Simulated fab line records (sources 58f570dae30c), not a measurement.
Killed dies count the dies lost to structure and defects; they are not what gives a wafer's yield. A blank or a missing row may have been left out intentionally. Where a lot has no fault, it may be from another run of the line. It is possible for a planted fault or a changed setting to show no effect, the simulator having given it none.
Problem report, 8D (eight disciplines) form, completed by code ; flow berkeley-cmos170 ; the parts of the form that need people (team, actions taken, sign-off) are left out

1. THE PROBLEM
oes-product-au at UCB170_CONTACT_ETCH_18 reads a mean of 0.801 a.u. on 6 wafers of 2 lots; wafers without a fault read 0.899 a.u. with a standard deviation of 0.012. Measured from the usual mean, that is -8.2 standard deviations.
The step: etches PSG in CHF3/CF4/Ar, stops on TiSi2, target depth 840 nm, time 195 s.
The first sign was on wafer L933.3 at day 12 12:00, on rie-diel-03. The record has a number at this step for 18 wafers belonging to 6 lots. Rule for "out", or "out of limits": more than 4 standard deviations from the usual mean. The rest of the wafers with a number are treated as sound.

2. WHAT IT IS; WHAT IT IS NOT
question;is;is not
which readings at this step;oes-product-au;drypump-motor-current-A, throttle-valve-pct
which lots;L933, L940;L918, L923, L935, L939
which wafers of those lots;all that have a number;-
read on which tools;rie-diel-03;rie-diel-01
when;from day 12 12:00;"up to then (9 sound wafers); but 3 sound wafers of L939 came after"

3. WHAT RULES OUT EACH SUSPECT
Counting: any tool at a process step up to the reading is kept as a suspect provided that every lot that is out went through it and no sound lot did after the first of them.
- rtp-anneal-02 at UCB170_CONTACT_RTA_08 (time 10 s): ruled out as a lasting fault. After its first lot that is out, L933 (day 12 10:57), sound lots L935 ran on it.
- rie-diel-03 at UCB170_CONTACT_ETCH_17 (etches BARC in N2/H2): kept. Every lot that is out went through it, starting with L933 (day 12 12:16), and after that it ran no sound lot; the last sound lot it ran before then is L923 (day 10 03:28).
- rie-diel-03 at UCB170_CONTACT_ETCH_18 (etches PSG in CHF3/CF4/Ar, stops on TiSi2, target depth 840 nm, time 195 s): kept. Every lot that is out went through it, starting with L933 (day 12 12:00), and after that it ran no sound lot; the last sound lot it ran before then is L923 (day 10 03:00). Its own readings are out on those wafers: oes-product-au.
The count leaves rie-diel-03 at UCB170_CONTACT_ETCH_18 and rie-diel-03 at UCB170_CONTACT_ETCH_17.

4. THE CAUSE (what the simulator had put in)
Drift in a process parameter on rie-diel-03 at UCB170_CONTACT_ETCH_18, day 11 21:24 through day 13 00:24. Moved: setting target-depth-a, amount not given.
2 suspects survive the count, and this tool is in that group.

5. THE EFFECT CHAIN, in route order
Rows list readings where the struck wafers' mean (over those with a number) sits beyond 3 standard deviations from the usual. Scope: only readings with a usual standard deviation given in the record; hours: median across lots of the time from each lot's start at the first step in this table that gives one to its start at this step; sigmas: change in usual standard deviations.
hours;step;reading;usual;on struck wafers;change;sigmas
0;UCB170_CONTACT_ETCH_18;oes-product-au;0.899 a.u.;0.801;-0.098;-8.2
Here are the process steps it includes:
- UCB170_CONTACT_ETCH_18: etches PSG in CHF3/CF4/Ar, stops on TiSi2, target depth 840 nm, time 195 s.

6. WHAT WOULD HAVE CAUGHT IT SOONER
In this record no reading fell out of limits until day 12 12:00, 15 hours after the fault had begun at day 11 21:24.
